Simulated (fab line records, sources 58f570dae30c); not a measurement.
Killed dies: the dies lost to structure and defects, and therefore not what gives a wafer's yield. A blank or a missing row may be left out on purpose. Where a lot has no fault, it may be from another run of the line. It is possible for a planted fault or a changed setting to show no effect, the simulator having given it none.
Which tool was responsible? || flow berkeleyCmos170 || 18 wafers sampled from 6 lots at 1 step of a route of 331

WHAT EACH GAUGE READ, for each wafer
UCB170_START_BOW_MEAS_00.
{"lot": "L538", "measured": "day 1 20:00", "on": "filmMetro-04", "INCOMING_BOW (um)": "5 1 4"}
{"lot": "L540", "measured": "day 2 06:01", "on": "filmMetro-02", "INCOMING_BOW (um)": "6 4 0"}
{"lot": "L543", "measured": "day 2 21:00", "on": "filmMetro-04", "INCOMING_BOW (um)": "-9 -10 9"}
{"lot": "L546", "measured": "day 3 12:00", "on": "filmMetro-04", "INCOMING_BOW (um)": "22 -7 3"}
{"lot": "L555", "measured": "day 5 09:08", "on": "filmMetro-01", "INCOMING_BOW (um)": "-7 0 4"}
{"lot": "L558", "measured": "day 6 00:02", "on": "filmMetro-04", "INCOMING_BOW (um)": "-4 7 0"}

WHAT TOOL EACH LOT RAN ON (gives the tool, then ch and the chambers of the sampled wafers, and finally the start)
The record holds no process step before these readings.

THE ANSWER, worked out from the rows above alone
Rule: the usual values come from the lots themselves. Put in order of their means at a reading, lots are off if they are a third of the lots or fewer, leave a main group of 4 or more, and stand apart from it by a gap of 3 or more times the standard deviation of the main group's means; of several such gaps the widest counts. Not used: any main group whose means are identical at the precision the tables above print for the reading. A lot without any number at a reading at which 4 lots or more have one is off too. Any other lot the step has rows for is counted as sound.
Across all readings shown, no lot is off: no conclusion can be drawn from this.

WHAT HAD BEEN PUT IN BY THE SIMULATOR
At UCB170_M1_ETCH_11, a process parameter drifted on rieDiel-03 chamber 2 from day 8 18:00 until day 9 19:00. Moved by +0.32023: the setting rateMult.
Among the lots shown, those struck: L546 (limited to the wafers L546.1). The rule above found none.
